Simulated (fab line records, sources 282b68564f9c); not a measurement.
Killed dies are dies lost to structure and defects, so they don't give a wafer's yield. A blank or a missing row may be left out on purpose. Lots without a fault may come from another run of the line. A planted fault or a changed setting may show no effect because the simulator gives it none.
Which tool did it? | flow rit_cmos | 16 lots, 48 wafers sampled, at 4 steps of a route of 202

WHAT THE GAUGES READ, wafer by wafer
RIT_ACTIVE_THK_MEAS_02.
lot  | measured    | on            | ACTIVE_OXIDE_THK (nm)
L751 | day 1 12:53 | film_metro-02 | 47.3 47.1 47.8
L752 | day 1 17:46 | film_metro-04 | 46.7 46.3 46.7
L753 | day 2 01:13 | film_metro-03 | 47.0 46.2 46.1
L755 | day 2 08:35 | film_metro-02 | 46.9 46.6 47.4
L756 | day 2 16:19 | film_metro-02 | 45.4 45.5 45.3
L757 | day 2 19:20 | film_metro-04 | 47.1 46.4 46.7
L758 | day 2 23:04 | film_metro-04 | 46.2 46.6 47.0
L759 | day 3 04:45 | film_metro-02 | 45.8 46.7 46.6
L760 | day 3 10:04 | film_metro-03 | 47.5 46.2 46.6
L761 | day 3 14:18 | film_metro-03 | 46.2 46.4 46.6
L763 | day 4 00:07 | film_metro-04 | 46.6 46.5 46.4
L764 | day 4 07:36 | film_metro-02 | 37.0 36.9 37.0
L765 | day 4 10:51 | film_metro-04 | 37.7 38.7 38.4
L766 | day 4 19:05 | film_metro-03 | 37.7 37.1 38.0
L767 | day 4 23:25 | film_metro-03 | 37.3 37.5 37.8
L768 | day 5 02:51 | film_metro-02 | 46.6 46.2 47.2

RIT_FOX1_THK_MEAS_01.
lot  | measured    | on            | FOX1_OXIDE_THK (nm)
L751 | day 1 19:17 | film_metro-02 | 348 346 358
L752 | day 2 02:31 | film_metro-03 | 345 338 339
L753 | day 2 06:56 | film_metro-02 | 348 345 346
L755 | day 2 16:32 | film_metro-03 | 351 351 354
L756 | day 2 21:05 | film_metro-03 | 348 346 352
L757 | day 3 01:24 | film_metro-01 | 350 349 347
L758 | day 3 04:13 | film_metro-03 | 355 347 349
L759 | day 3 10:50 | film_metro-01 | 365 366 367
L760 | day 3 16:40 | film_metro-03 | 352 348 348
L761 | day 3 20:52 | film_metro-01 | 364 361 361
L763 | day 4 08:55 | film_metro-01 | 354 357 355
L764 | day 4 16:55 | film_metro-03 | 361 349 355
L765 | day 4 16:55 | film_metro-02 | 351 353 351
L766 | day 5 01:11 | film_metro-03 | 349 355 358
L767 | day 5 04:51 | film_metro-03 | 350 347 351
L768 | day 5 10:01 | film_metro-01 | 346 350 359

RIT_NWELL_OVL_MEAS_06.
lot  | measured    | on         | NWELL_OVL (nm)
L751 | day 2 00:17 | overlay-02 | 0.9 0.4 0.5
L752 | day 2 08:41 | overlay-01 | 0.0 0.0 1.1
L753 | day 2 10:23 | overlay-02 | 0.9 0.6 -0.8
L755 | day 2 21:56 | overlay-02 | 4.6 0.6 1.2
L756 | day 3 00:31 | overlay-01 | 0.6 -0.5 2.0
L757 | day 3 04:46 | overlay-01 | -1.0 -0.2 -1.8
L758 | day 3 09:08 | overlay-02 | -0.2 -0.3 -0.7
L759 | day 3 14:15 | overlay-02 | -0.8 1.2 -1.3
L760 | day 3 20:37 | overlay-01 | -1.4 -1.0 -1.2
L761 | day 4 01:05 | overlay-01 | -0.9 -2.5 1.8
L763 | day 4 14:11 | overlay-02 | -1.4 -1.2 -1.2
L764 | day 5 00:11 | overlay-01 | 0.2 -1.9 0.3
L765 | day 5 00:26 | overlay-01 | -0.7 -0.9 -1.0
L766 | day 5 05:34 | overlay-02 | 0.6 -1.9 -1.7
L767 | day 5 11:03 | overlay-02 | 0.9 -0.6 -1.7
L768 | day 5 17:12 | overlay-02 | 0.7 -2.2 -3.0

WHICH TOOL RAN EACH LOT (tool, then ch and the chambers of the sampled wafers, then the start)
lot  | RIT_ACTIVE_OXIDATION_01
L751 | furnace-04 ch 0, day 1 10:56
L752 | furnace-01 ch 0, day 1 15:49
L753 | furnace-04 ch 0, day 1 23:16
L755 | furnace-03 ch 0, day 2 06:40
L756 | furnace-04 ch 0, day 2 14:23
L757 | furnace-04 ch 0, day 2 17:23
L758 | furnace-01 ch 0, day 2 21:07
L759 | furnace-01 ch 0, day 3 02:49
L760 | furnace-04 ch 0, day 3 08:07
L761 | furnace-03 ch 0, day 3 12:21
L763 | furnace-03 ch 0, day 3 22:10
L764 | furnace-03 ch 0, day 4 05:40
L765 | furnace-03 ch 0, day 4 08:55
L766 | furnace-03 ch 0, day 4 17:10
L767 | furnace-03 ch 0, day 4 21:29
L768 | furnace-04 ch 0, day 5 00:54
- RIT_ACTIVE_OXIDATION_01: target thk 46.8 nm, ox time 3360 s.

WHAT THE TOOLS THEMSELVES READ (means of the sampled wafers that have a number; where no wafer has one, the mark that the record gives instead)
RIT_ACTIVE_OXIDATION_01.
lot  | tool       | spike_tc_centre_C (C) | spike_tc_load_C (C) | spike_tc_source_C (C) | tube_center_temp_C (C) | tube_center_temp_C_max | zone_power_load_pct (%)
L751 | furnace-04 | 1002.0                | 1026.9              | 1022.3                | 999.98                 | 1002.9                 | 38.7
L752 | furnace-01 | 1001.4                | 1029.0              | 1026.1                | 999.98                 | 1002.6                 | 38.2
L753 | furnace-04 | 1003.3                | 1027.6              | 1023.0                | 1000.03                | 1002.7                 | 38.8
L755 | furnace-03 | 1003.1                | 1029.3              | 1024.2                | 1000.01                | 1002.6                 | 36.0
L756 | furnace-04 | 1002.6                | 1027.7              | 1022.6                | 1000.01                | 1003.0                 | 38.8
L757 | furnace-04 | 1003.3                | 1027.2              | 1023.7                | 999.98                 | 1002.8                 | 39.3
L758 | furnace-01 | 1001.2                | 1028.8              | 1024.7                | 999.91                 | 1002.6                 | 38.4
L759 | furnace-01 | 1001.4                | 1027.8              | 1024.4                | 999.92                 | 1002.5                 | 38.0
L760 | furnace-04 | 1002.9                | 1027.4              | 1023.7                | 999.98                 | 1002.7                 | 39.1
L761 | furnace-03 | 1003.8                | 1029.0              | 1024.0                | 999.90                 | 1002.7                 | 35.8
L763 | furnace-03 | 1003.4                | 1028.6              | 1023.8                | 999.98                 | 1002.2                 | 36.5
L764 | furnace-03 | 978.6                 | 1003.4              | 997.8                 | 974.98                 | 977.6                  | 33.9
L765 | furnace-03 | 977.9                 | 1003.1              | 998.0                 | 974.93                 | 977.4                  | 33.9
L766 | furnace-03 | 978.9                 | 1003.6              | 998.4                 | 975.04                 | 977.8                  | 33.6
L767 | furnace-03 | 978.0                 | 1003.8              | 997.3                 | 974.97                 | 977.3                  | 34.0
L768 | furnace-04 | 1002.3                | 1027.2              | 1023.1                | 1000.00                | 1002.1                 | 39.2

THE ANSWER, worked out from the rows above alone
Rule: what is usual is taken from the lots themselves. Put in order of their means at a reading, lots are off if they are a third of the lots or fewer, leave a main group of 4 or more, and stand apart from it by a gap of 3 or more times the standard deviation of the main group's means; of several such gaps the widest counts. A main group whose means are all the same, to the digits that the tables above print for the reading, isn't used. A lot without any number at a reading at which 4 lots or more have one is off too. The other lots that the step has rows for count as sound. The gauges are gone through in route order, then the tools' own readings, and for those a lot's mean is taken as printed above. The first step at which some lot is off is used, and at that step the reading that is off furthest; a lot without a number counts as furthest.
Off: L764, L765, L766, L767, at RIT_ACTIVE_THK_MEAS_02 (ACTIVE_OXIDE_THK). The main group: mean 46.6 nm, standard deviation 0.45.
A tool fits if, at a process step before that reading, it ran every lot that is off, and no sound lot after the first of them. The gauges at RIT_ACTIVE_THK_MEAS_02 aren't tried: what is off there is off at RIT_ACTIVE_OXIDATION_01 too, on other tools, and a gauge's error can't cause that. One fits: furnace-03 at RIT_ACTIVE_OXIDATION_01. Its last sound lot is L763 (day 3 22:10), its first lot that is off L764 (day 4 05:40): a fault that began between those two fits.
The tool's own readings at RIT_ACTIVE_OXIDATION_01 bear it out: on the lots that are off they differ by more than 5 times the standard deviation of the sound lots' means. spike_tc_centre_C reads 978.4 C there against 1002.6 C on the sound lots; spike_tc_load_C reads 1003.5 C there against 1028.0 C on the sound lots; spike_tc_source_C reads 997.9 C there against 1023.8 C on the sound lots; tube_center_temp_C reads 974.98 C there against 999.97 C on the sound lots; tube_center_temp_C_max reads 977.5 there against 1002.6 on the sound lots.

WHAT THE SIMULATOR HAD PUT IN
Process parameter drift: furnace-03, from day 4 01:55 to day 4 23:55, at RIT_ACTIVE_OXIDATION_01. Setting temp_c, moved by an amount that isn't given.
Lots struck among those shown: L764, L765, L766, L767. The rule above found the same.
